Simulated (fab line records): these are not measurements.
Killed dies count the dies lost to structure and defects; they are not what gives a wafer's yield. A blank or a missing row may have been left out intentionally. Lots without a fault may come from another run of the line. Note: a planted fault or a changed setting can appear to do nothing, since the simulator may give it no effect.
Chamber matching -- flow rit_cmos -- RIT_CONTACT_CLEAN_13 on wet_bench-03: 3 sister chambers
The step cleans in SC1, time 600 s. 3 wafers are shown with their chamber, then 4 later ones without.

== WAFERS WITH THEIR CHAMBER ==
wafer,chamber,bath_heat_duty_pct (%)
L817.6,0,16.5
L823.6,1,16.9
L829.3,2,16.2

== WAFERS MISSING THEIR CHAMBER ==
wafer,bath_heat_duty_pct (%)
L829.5,16.3
L835.2,15.2
L835.3,16.1
L835.4,15.1

== WHICH CHAMBER EACH ONE RAN IN ==
wafer,from the rows above,in truth
L829.5,can't be placed: 2 or 0 or 1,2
L835.2,can't be placed: 2 or 0 or 1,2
L835.3,can't be placed: 2 or 0 or 1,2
L835.4,can't be placed: 2 or 0 or 1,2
Correct placement for 0 of the 4. Unplaceable from these rows: 4, with the true chamber sitting among the candidates in 4. 0 placed wrongly.
How it was worked out, from the rows above alone: a wafer's distance from a chamber is the root of the sum, over the readings, of the square of ((its reading less the chamber's mean) divided by the reading's scatter). The wafer belongs to the nearest chamber; if the next one is less than 2 further off, it can't be placed. The mean given for a chamber averages the wafers shown for that chamber. The scatter: with one shown wafer a chamber, the root of the mean of the squares of how far each hidden wafer lies from its nearest shown one.
